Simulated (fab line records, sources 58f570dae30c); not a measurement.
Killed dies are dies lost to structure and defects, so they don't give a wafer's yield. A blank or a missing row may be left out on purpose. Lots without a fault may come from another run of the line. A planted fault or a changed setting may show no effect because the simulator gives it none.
Which tool did it? | flow berkeley_cmos170 | 14 lots, 42 wafers sampled, at 3 steps of a route of 331

WHAT THE GAUGES READ, wafer by wafer
UCB170_M1_CD_MEAS_90: target cd 700 nm. Usual: cd_nm 700.2 nm, standard deviation 3.
lot  | measured     | on        | cd_nm (nm)        | flag
L696 | day 6 23:07  | cd_sem-02 | 699.7 703.2 699.5 |
L697 | day 7 18:22  | cd_sem-01 | 696.6 697.4 699.3 |
L698 | day 8 01:20  | cd_sem-01 | 705.2 700.0 705.5 |
L699 | day 8 03:01  | cd_sem-01 | 699.2 697.3 697.6 |
L700 | day 8 03:44  | cd_sem-02 | 698.1 695.4 693.9 |
L701 | day 8 21:44  | cd_sem-02 | 700.7 701.6 700.8 |
L702 | day 8 20:58  | cd_sem-02 | 694.0 696.1 695.6 |
L703 | day 9 04:23  | cd_sem-02 | 702.2 698.4 700.6 |
L704 | day 9 04:52  | cd_sem-01 | 702.6 705.0 701.8 |
L705 | day 9 06:01  | cd_sem-01 | 702.0 701.7 700.3 |
L707 | day 10 03:32 | cd_sem-02 | 705.5 703.2 703.2 |
L714 | day 11 03:13 | cd_sem-01 | 710.5 712.2 709.2 | OFF
L715 | day 11 10:35 | cd_sem-01 | 712.1 714.5 711.0 | OFF
L718 | day 11 16:20 | cd_sem-02 | 699.5 692.8 696.6 |

WHICH TOOL RAN EACH LOT (tool, then ch and the chambers of the sampled wafers, then the start)
lot  | UCB170_SPACER_ETCHBACK_03          | UCB170_M1_METAL_ETCH_12
L696 | rie_diel-01 ch 0,2, day 6 07:43    | rie_metal-04 ch 1, day 6 22:52
L697 | rie_diel-03 ch 0,1,3, day 7 01:29  | rie_metal-03 ch 0,1, day 7 18:08
L698 | rie_diel-02 ch 0,1, day 7 11:11    | rie_metal-02 ch 0,1, day 8 01:01
L699 | rie_diel-01 ch 0,2,3, day 7 11:11  | rie_metal-04 ch 0,1, day 8 02:47
L700 | rie_diel-03 ch 0,1,2, day 7 11:11  | rie_metal-03 ch 0, day 8 03:22
L701 | rie_diel-02 ch 2,3, day 8 08:38    | rie_metal-04 ch 0, day 8 21:22
L702 | rie_diel-03 ch 0,1,2, day 8 08:38  | rie_metal-03 ch 0, day 8 20:37
L703 | rie_diel-03 ch 0,1,2, day 8 15:47  | rie_metal-03 ch 0,1, day 9 04:08
L704 | rie_diel-02 ch 0,1,2, day 8 15:47  | rie_metal-04 ch 0, day 9 04:35
L705 | rie_diel-01 ch 0,3, day 8 15:47    | rie_metal-02 ch 0,1, day 9 05:46
L707 | rie_diel-03 ch 0,2,3, day 9 08:32  | rie_metal-02 ch 1, day 10 03:10
L714 | rie_diel-01 ch 2,3, day 10 10:20   | rie_metal-04 ch 1, day 11 02:50
L715 | rie_diel-01 ch 1,3, day 10 17:38   | rie_metal-04 ch 1, day 11 10:13
L718 | rie_diel-02 ch 0,1,3, day 11 00:11 | rie_metal-02 ch 0,1, day 11 16:06
- UCB170_SPACER_ETCHBACK_03: etches SiO2 in CHF3/CF4/Ar, stops on Si, target depth 376 nm, time 103.9 s.
- UCB170_M1_METAL_ETCH_12: etches Al in Cl2/BCl3, stops on PSG, target depth 780 nm, time 130 s.

WHAT THE TOOLS THEMSELVES READ (means of the sampled wafers that have a number; where no wafer has one, the mark that the record gives instead)
UCB170_SPACER_ETCHBACK_03. Usual: drypump_motor_current_A 5.9 A, standard deviation 0.55; oes_product_au 0.894 a.u., standard deviation 0.016; throttle_valve_pct 6.50 %, standard deviation 0.055.
lot  | tool        | drypump_motor_current_A (A) | oes_product_au (a.u.) | throttle_valve_pct (%) | flag
L696 | rie_diel-01 | 6.3                         | 0.888                 | 6.51                   |
L697 | rie_diel-03 | 6.2                         | 0.891                 | 6.49                   |
L698 | rie_diel-02 | 5.3                         | 0.887                 | 6.48                   |
L699 | rie_diel-01 | 6.1                         | 0.899                 | 6.53                   |
L700 | rie_diel-03 | 6.3                         | 0.875                 | 6.49                   |
L701 | rie_diel-02 | 5.3                         | 0.895                 | 6.44                   |
L702 | rie_diel-03 | 6.3                         | 0.893                 | 6.50                   |
L703 | rie_diel-03 | 6.3                         | 0.900                 | 6.48                   |
L704 | rie_diel-02 | 5.0                         | 0.886                 | 6.48                   |
L705 | rie_diel-01 | 5.8                         | 0.914                 | 6.51                   |
L707 | rie_diel-03 | 6.4                         | 0.886                 | 6.47                   |
L714 | rie_diel-01 | 6.0                         | 0.897                 | 6.53                   |
L715 | rie_diel-01 | 5.7                         | 0.912                 | 6.56                   |
L718 | rie_diel-02 | 5.3                         | 0.881                 | 6.47                   |

UCB170_M1_METAL_ETCH_12. Usual: drypump_motor_current_A 5.5 A, standard deviation 0.46; he_backside_leak_sccm 3.24 sccm, standard deviation 0.21; oes_product_au 0.854 a.u., standard deviation 0.012; throttle_valve_pct 24.43 %, standard deviation 0.25.
lot  | tool         | drypump_motor_current_A (A) | he_backside_leak_sccm (sccm) | oes_product_au (a.u.) | throttle_valve_pct (%) | flag
L696 | rie_metal-04 | 5.4                         | 3.04                         | 0.852                 | 24.60                  |
L697 | rie_metal-03 | 5.3                         | 3.39                         | 0.850                 | 24.46                  |
L698 | rie_metal-02 | 6.1                         | 3.12                         | 0.857                 | 24.61                  |
L699 | rie_metal-04 | 5.2                         | 3.31                         | 0.852                 | 24.24                  |
L700 | rie_metal-03 | 5.0                         | 2.94                         | 0.874                 | 24.45                  |
L701 | rie_metal-04 | 5.2                         | 3.26                         | 0.857                 | 24.05                  |
L702 | rie_metal-03 | 5.0                         | 3.00                         | 0.868                 | 24.45                  |
L703 | rie_metal-03 | 5.3                         | 3.47                         | 0.851                 | 24.48                  |
L704 | rie_metal-04 | 5.1                         | 3.26                         | 0.849                 | 24.06                  |
L705 | rie_metal-02 | 6.1                         | 3.18                         | 0.852                 | 24.61                  |
L707 | rie_metal-02 | 5.9                         | 3.25                         | 0.870                 | 24.51                  |
L714 | rie_metal-04 | 5.4                         | 3.13                         | 0.775                 | 24.63                  | OFF
L715 | rie_metal-04 | 5.4                         | 2.99                         | 0.769                 | 24.63                  | OFF
L718 | rie_metal-02 | 6.2                         | 3.25                         | 0.839                 | 24.71                  |

THE ANSWER, worked out from the rows above alone
Rule: a lot is off if the mean of its wafers that have a number lies more than 3 standard deviations from the usual mean. A lot without any number at a reading at which 4 lots or more have one is off too. The other lots that the step has rows for count as sound. The gauges are gone through in route order, then the tools' own readings, and for those a lot's mean is taken as printed above. The first step at which some lot is off is used, and at that step the reading that is off furthest; a lot without a number counts as furthest.
Off: L714, L715, at UCB170_M1_CD_MEAS_90 (cd_nm).
A tool fits if, at a process step before that reading, it ran every lot that is off, and no sound lot after the first of them. The gauges at UCB170_M1_CD_MEAS_90 aren't tried: what is off there is off at UCB170_M1_METAL_ETCH_12 too, on other tools, and a gauge's error can't cause that. Can't be told from this: 2 tools fit, rie_diel-01 at UCB170_SPACER_ETCHBACK_03, rie_metal-04 at UCB170_M1_METAL_ETCH_12.

WHAT THE SIMULATOR HAD PUT IN
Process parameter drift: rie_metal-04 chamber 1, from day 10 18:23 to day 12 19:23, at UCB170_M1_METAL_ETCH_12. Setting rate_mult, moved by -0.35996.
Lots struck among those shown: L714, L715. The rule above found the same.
